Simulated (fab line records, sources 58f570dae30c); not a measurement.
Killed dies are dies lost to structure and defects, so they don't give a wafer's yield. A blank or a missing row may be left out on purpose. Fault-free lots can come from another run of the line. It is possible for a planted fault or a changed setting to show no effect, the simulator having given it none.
Split-lot trial -- flow berkeley-cmos170 -- on a route of 331 steps: 5 lots, 23 wafers read

THE SPLIT ITSELF
At UCB170_PVT_IMPLANT_07, the setting energy-kev was moved away from the recipe's 30 on 5 of the 23 wafers read, by -5.0% to +4.8%. For the rest of the wafers, this setting stayed at what the recipe calls for.

The reading comes from the split's own step.

THE READING
The simulator's own value implant.drp-nm, read by no gauge, in nm at UCB170_PVT_IMPLANT_07. The file gives no usual value for it.

wafer,"tool, chamber at the split",energy-kev as run,against the recipe,"implant.drp-nm, nm",against lot-mates on the recipe
L077.2,"implanter-02, 0",30,recipe,16.56,-
L077.3,"implanter-02, 0",30,recipe,16.56,-
L077.4,"implanter-02, 0",30,recipe,16.56,-
L077.5,"implanter-02, 0",30,recipe,16.56,-
L077.6,"implanter-02, 0",30,recipe,16.56,-
L081.1,"implanter-04, 0",30,recipe,16.56,-
L081.2,"implanter-04, 0",30,recipe,16.56,-
L081.3,"implanter-04, 0",31.44,+4.8%,17.23,+0.67
L081.4,"implanter-04, 0",31.44,+4.8%,17.23,+0.67
L081.5,"implanter-04, 0",31.44,+4.8%,17.23,+0.67
L080.1,"implanter-01, 0",30,recipe,16.56,-
L080.3,"implanter-01, 0",30,recipe,16.56,-
L080.4,"implanter-01, 0",30,recipe,16.56,-
L080.5,"implanter-01, 0",30,recipe,16.56,-
L080.6,"implanter-01, 0",30,recipe,16.56,-
L083.1,"implanter-04, 0",30,recipe,16.56,-
L083.3,"implanter-04, 0",30,recipe,16.56,-
L083.5,"implanter-04, 0",30,recipe,16.56,-
L083.2,"implanter-04, 0",28.49,-5.0%,16.05,-0.51
L083.6,"implanter-04, 0",28.49,-5.0%,16.05,-0.51
L082.1,"implanter-02, 0",30,recipe,16.56,-
L082.2,"implanter-02, 0",30,recipe,16.56,-
L082.4,"implanter-02, 0",30,recipe,16.56,-

FIT RESULTS
A straight line over all 23 wafers: implant.drp-nm changes by +0.123 nm for each +1% of energy-kev; r = +0.99; the points scatter about the line by 0.04 nm.
The same after taking each lot's own level away (the mean of its wafers on the recipe; 23 wafers): +0.123 nm for each +1%; r = +0.99; scatter 0.04 nm.
The reading moves by 0.62 nm for the largest change in energy-kev, on that fit.
The lots' own levels span 16.560 to 16.560 nm.
The two slopes are in agreement: the lot-to-lot level therefore moves the slope only a little.
Check: with one of the wafers moved furthest among these (-5.0%) left out of the fit, the line predicts -0.63 nm for it against its lot-mates. Against them it came out at -0.51 nm.

ADDITIONAL SPLITS CARRIED BY THESE WAFERS
Note: prior to the reading, these wafers also went through further splits. Each is held against what the fit with the lots' levels taken away leaves over:
other split on the same wafers,wafers away from the commonest value,r with implant.drp-nm (lot level and that fit taken away)
UCB170_PWELL_CVD_05 time-s,15,+0.19
UCB170_PWELL_IMPLANT_15 energy-kev,10,-0.43
UCB170_FIELD_OXIDATION_01 temp-c,13,-0.37

THE WHOLE CHAIN: every reading that the file lists as answering this split, in the file's order
step,what it does,reading,change (the file's fit),r (the file's)
UCB170_PVT_IMPLANT_07,,"implant.rp-nm (the simulator's own value, which no gauge read)",+0.296 nm for each +1% of the setting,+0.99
UCB170_PVT_IMPLANT_07,,"implant.drp-nm (the simulator's own value, which no gauge read)",+0.119 nm for each +1% of the setting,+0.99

FILE'S OWN FIT
implant.drp-nm changes by +0.119 nm for each +1% of energy-kev, r = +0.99.
